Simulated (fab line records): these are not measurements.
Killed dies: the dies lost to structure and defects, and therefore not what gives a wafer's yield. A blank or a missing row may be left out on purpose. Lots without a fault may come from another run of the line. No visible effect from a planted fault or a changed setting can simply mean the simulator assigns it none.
The tool behind it: which one? || flow rit-cmos || 21 wafers from 7 lots sampled at 2 of the route's 202 steps

## WHAT THE GAUGES SHOWED, per wafer
RIT_ACTIVE_THK_MEAS_02.
{"lot": "L155", "measured": "day 1 20:46", "on": "film-metro-03", "ACTIVE_OXIDE_THK (nm)": "48.3 48.3 48.1"}
{"lot": "L159", "measured": "day 2 14:02", "on": "film-metro-03", "ACTIVE_OXIDE_THK (nm)": "45.7 46.3 46.0"}
{"lot": "L163", "measured": "day 3 09:05", "on": "film-metro-01", "ACTIVE_OXIDE_THK (nm)": "48.1 48.5 48.9"}
{"lot": "L165", "measured": "day 3 19:05", "on": "film-metro-03", "ACTIVE_OXIDE_THK (nm)": "47.4 48.0 47.1"}
{"lot": "L168", "measured": "day 4 10:03", "on": "film-metro-03", "ACTIVE_OXIDE_THK (nm)": "45.8 46.4 46.4"}
{"lot": "L174", "measured": "day 5 18:38", "on": "film-metro-01", "ACTIVE_OXIDE_THK (nm)": "72.2 72.1 72.3"}
{"lot": "L176", "measured": "day 6 02:36", "on": "film-metro-04", "ACTIVE_OXIDE_THK (nm)": "46.4 46.4 47.0"}

## WHICH TOOL RAN EACH LOT (tool, then ch and the chambers of the sampled wafers, then the start)
{"lot": "L155", "RIT_ACTIVE_OXIDATION_01": "furnace-04 ch 0, day 1 18:50"}
{"lot": "L159", "RIT_ACTIVE_OXIDATION_01": "furnace-01 ch 0, day 2 12:05"}
{"lot": "L163", "RIT_ACTIVE_OXIDATION_01": "furnace-04 ch 0, day 3 07:08"}
{"lot": "L165", "RIT_ACTIVE_OXIDATION_01": "furnace-04 ch 0, day 3 17:08"}
{"lot": "L168", "RIT_ACTIVE_OXIDATION_01": "furnace-04 ch 0, day 4 08:07"}
{"lot": "L174", "RIT_ACTIVE_OXIDATION_01": "furnace-03 ch 0, day 5 16:43"}
{"lot": "L176", "RIT_ACTIVE_OXIDATION_01": "furnace-01 ch 0, day 6 00:38"}
- RIT_ACTIVE_OXIDATION_01: target thk 46.8 nm, ox time 3360 s.

## THE ANSWER, worked out from the rows above alone
Rule: what is usual is taken from the lots themselves. Put in order of their means at a reading, lots are off if they are a third of the lots or fewer, leave a main group of 4 or more, and stand apart from it by a gap of 3 or more times the standard deviation of the main group's means; of several such gaps the widest counts. The tables above print the reading to a certain number of digits; a main group whose means all agree to those digits is not used. A lot without any number at a reading at which 4 lots or more have one is off too. The other lots that the step has rows for count as sound.
Off: L174, seen at RIT_ACTIVE_THK_MEAS_02 (ACTIVE_OXIDE_THK). For the main group the mean is 47.2 nm and the standard deviation 0.97.
A tool fits if, at a process step before that reading, it ran every lot that is off, and no sound lot after the first of them. Gauges at RIT_ACTIVE_THK_MEAS_02: tried the same way as those tools. This does not decide it: 2 tools fit, namely furnace-03 at RIT_ACTIVE_OXIDATION_01 and film-metro-01 at RIT_ACTIVE_THK_MEAS_02.

## WHAT WAS PUT IN BY THE SIMULATOR
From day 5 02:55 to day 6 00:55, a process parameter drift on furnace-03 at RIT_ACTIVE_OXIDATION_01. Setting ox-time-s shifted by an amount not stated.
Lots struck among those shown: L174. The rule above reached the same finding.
